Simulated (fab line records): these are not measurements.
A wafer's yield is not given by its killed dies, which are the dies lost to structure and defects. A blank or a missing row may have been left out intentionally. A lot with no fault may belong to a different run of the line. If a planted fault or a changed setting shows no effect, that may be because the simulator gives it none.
Comparing a struck lot with a sound one | flow rit cmos | 44 steps out of a route of 202
Sound: wafers L791.1, L791.3, L791.5. Struck: wafers L799.1, L799.2, L799.4. The cause comes at the end.
Order at every step that has rows: each side's tool, ch and its chambers, its first start. Under that, the readings that differ: sound wafers | struck wafers | difference of the means | sigmas: that difference in standard deviations of wafers without a fault.
alike: same words and numbers on both sides, and readings whose means sit less than 2 such deviations apart. not compared: any withheld reading, any reading some wafer has no value for, any bound like >300 that may hide the same value, and any number with overlapping values for which the record gives no deviation.
Wherever a step has rows on one side only, a row that says differs or no value, or a row with sigmas, the two part there. Numbers that don't overlap but have no deviation are shown without sigmas and don't part them. A reading missing from all wafers of one side parts the sides only when that side holds two or more wafers.

first, 3 steps without rows for these wafers: RIT_REOX_CLEAN_01 (cleans in dHF, time 30 s); RIT_REOX_CLEAN_02 (cleans in SC2, time 600 s); RIT_REOX_OXIDATION_03 (target thk 25.2 nm, ox time 5580 s).
RIT_REOX_THK_MEAS_04:
  struck on film metro-03, day 4 08:46; sound on film metro-04, day 3 01:36
  alike: REOX_OXIDE_THK
then, 6 steps without rows for these wafers: RIT_NLDD_HMDS_00 (prime time 60 s); RIT_NLDD_COAT_01 (resist thk 1000 nm); RIT_NLDD_SOFTBAKE_02 (time 60 s); RIT_NLDD_EXPOSE_03 (exposes mask M7, target cd 40700 nm); RIT_NLDD_PEB_04; RIT_NLDD_DEVELOP_05 (develop time 50 s).
RIT_NLDD_OVL_MEAS_06:
  struck on overlay-01, day 4 09:41; sound on overlay-02, day 3 02:31
  reading       | sound          | struck      | difference | sigmas
  NLDD_OVL (nm) | -3.7 -5.0 -2.1 | 0.6 0.4 0.3 | +4.0       | +3
then, 1 step without rows for these wafers: RIT_NLDD_HARDBAKE_07 (time 60 s).
RIT_NLDD_IMPLANT_08:
  sound on implanter-01 ch 0, day 3 02:42; struck on implanter-02 ch 0, day 4 09:59
  reading                   | sound                | struck               | difference | sigmas
  beam energy keV           | 20.004 20.009 19.995 | 13.997 13.989 14.010 | -6.004     | -99 or more
  model.implant.rp nm (nm)  | 28.18 28.18 28.18    | 21.56 21.56 21.56    | -6.62      |
  model.implant.drp nm (nm) | 12.97 12.97 12.97    | 10.46 10.46 10.46    | -2.51      |
  alike: dose ions cm2
RIT_NLDD_STRIP_09: strips in O2, time 180 s.
  sound on plasma asher-04 ch 0,1, day 3 02:51; struck on plasma asher-04 ch 0,1, day 4 10:08
  alike: drypump motor current A
  not compared: rf hours counter h
RIT_NLDD_TW_MEAS_10:
  struck on film metro-01, day 4 10:19; sound on film metro-02, day 3 03:01
  reading | sound          | struck         | difference | sigmas
  NLDD_TW | 2504 2496 2511 | 2257 2243 2239 | -257       | -12
then, 6 steps without rows for these wafers: RIT_PLDD_HMDS_00 (prime time 60 s); RIT_PLDD_COAT_01 (resist thk 1000 nm); RIT_PLDD_SOFTBAKE_02 (time 60 s); RIT_PLDD_EXPOSE_03 (exposes mask M8, target cd 40900 nm); RIT_PLDD_PEB_04; RIT_PLDD_DEVELOP_05 (develop time 50 s).
RIT_PLDD_OVL_MEAS_06:
  struck on overlay-01, day 4 11:21; sound on overlay-01, day 3 04:12
  alike: PLDD_OVL
then, 2 steps without rows for these wafers: RIT_PLDD_HARDBAKE_07 (time 60 s); RIT_PLDD_IMPLANT_08.
RIT_PLDD_STRIP_09: strips in O2, time 180 s.
  sound on plasma asher-01 ch 0,1, day 3 04:32; struck on plasma asher-01 ch 0,1, day 4 11:41
  alike: drypump motor current A
  not compared: rf hours counter h
RIT_PLDD_TW_MEAS_10:
  struck on film metro-01, day 4 11:52; sound on film metro-01, day 3 04:43
  alike: PLDD_TW
then, 4 steps without rows for these wafers: RIT_SPACER_CLEAN_00 (cleans in SC1, time 600 s); RIT_SPACER_CLEAN_01 (cleans in dHF, time 30 s); RIT_SPACER_CLEAN_02 (cleans in SC2, time 600 s); RIT_SPACER_CVD_03 (deposits Si3N4 from SiH2Cl2/NH3, target thk 250 nm, time 3300 s).
RIT_SPACER_THK_MEAS_04:
  struck on film metro-04, day 4 14:13; sound on film metro-04, day 3 07:04
  alike: SPACER_NITRIDE_THK
RIT_SPACER_ETCHBACK_05: etches Si3N4 in SF6/CHF3, stops on SiO2, target depth 250 nm, time 240 s.
  sound on rie diel-04 ch 0,1,2, day 3 07:07; struck on rie diel-04 ch 1,2,3, day 4 14:16
  alike: drypump motor current A, oes product au, throttle valve pct
  not compared: rf hours counter h
then, 6 steps without rows for these wafers: RIT_NSD_HMDS_00 (prime time 60 s); RIT_NSD_COAT_01 (resist thk 1000 nm); RIT_NSD_SOFTBAKE_02 (time 60 s); RIT_NSD_EXPOSE_03 (exposes mask M9, target cd 40700 nm); RIT_NSD_PEB_04; RIT_NSD_DEVELOP_05 (develop time 50 s).
RIT_NSD_OVL_MEAS_06:
  struck on overlay-01, day 4 15:23; sound on overlay-01, day 3 08:07
  alike: NSD_OVL
then, 2 steps without rows for these wafers: RIT_NSD_HARDBAKE_07 (time 60 s); RIT_NSD_IMPLANT_08.
RIT_NSD_STRIP_09: strips in O2, time 180 s.
  sound on plasma asher-03 ch 0,1, day 3 08:27; struck on plasma asher-03 ch 0,1, day 4 15:44
  alike: drypump motor current A
  not compared: rf hours counter h
RIT_SDANNEAL_RS_MEAS_07: measures by four-point-probe.
  struck on film metro-02, day 4 18:12; sound on film metro-03, day 3 10:57
  reading          | sound             | struck            | difference | sigmas
  NLDD_RS (ohm/sq) | 151.3 151.4 151.3 | 155.9 156.4 156.2 | +4.8       | +9
RIT_M1_PROBE_99:
  struck on prober-02, day 5 01:37; sound on prober-02, day 3 18:08
  reading                             | sound             | struck            | difference | sigmas
  model.etest.nmos_0p15.r on ohm um   | 1121 1129 1142    | 1542 1526 1545    | +407       |
  model.etest.nmos_0p3.r on ohm um    | 2163 2138 2176    | 2538 2533 2536    | +377       |
  model.etest.nldd.rs ohm sq          | 367.2 368.2 378.7 | 663.6 658.2 676.9 | +294.9     |
  model.etest.nmos turned.drive ua um | 339.4 334.3 325.3 | 168.5 174.4 165.3 | -163.6     |
  model.etest.nmos_0p15.drive ua um   | 477 476.3 465.8   | 371.9 373 370.5   | -101.2     |
  model.etest.nldd.line ohm um        | 116.2 116 120.5   | 209.9 204 210.1   | +90.4      |
  model.etest.nmos_0p3.drive ua um    | 226 229.3 227.1   | 206.8 206.9 205.5 | -21.1      |
  model.etest.nmos narrow.drive ua um | 225.2 226.1 223.5 | 208.2 210.1 206.8 | -16.6      |
  alike: killed at front end, killed dies, killed open, killed short

## WHERE THEY PART
First at RIT_NLDD_OVL_MEAS_06; last, within this record, at RIT_SDANNEAL_RS_MEAS_07. Later steps at which nothing parts them and some readings are alike: RIT_M1_PROBE_99.

WHY: the cause the simulator had injected
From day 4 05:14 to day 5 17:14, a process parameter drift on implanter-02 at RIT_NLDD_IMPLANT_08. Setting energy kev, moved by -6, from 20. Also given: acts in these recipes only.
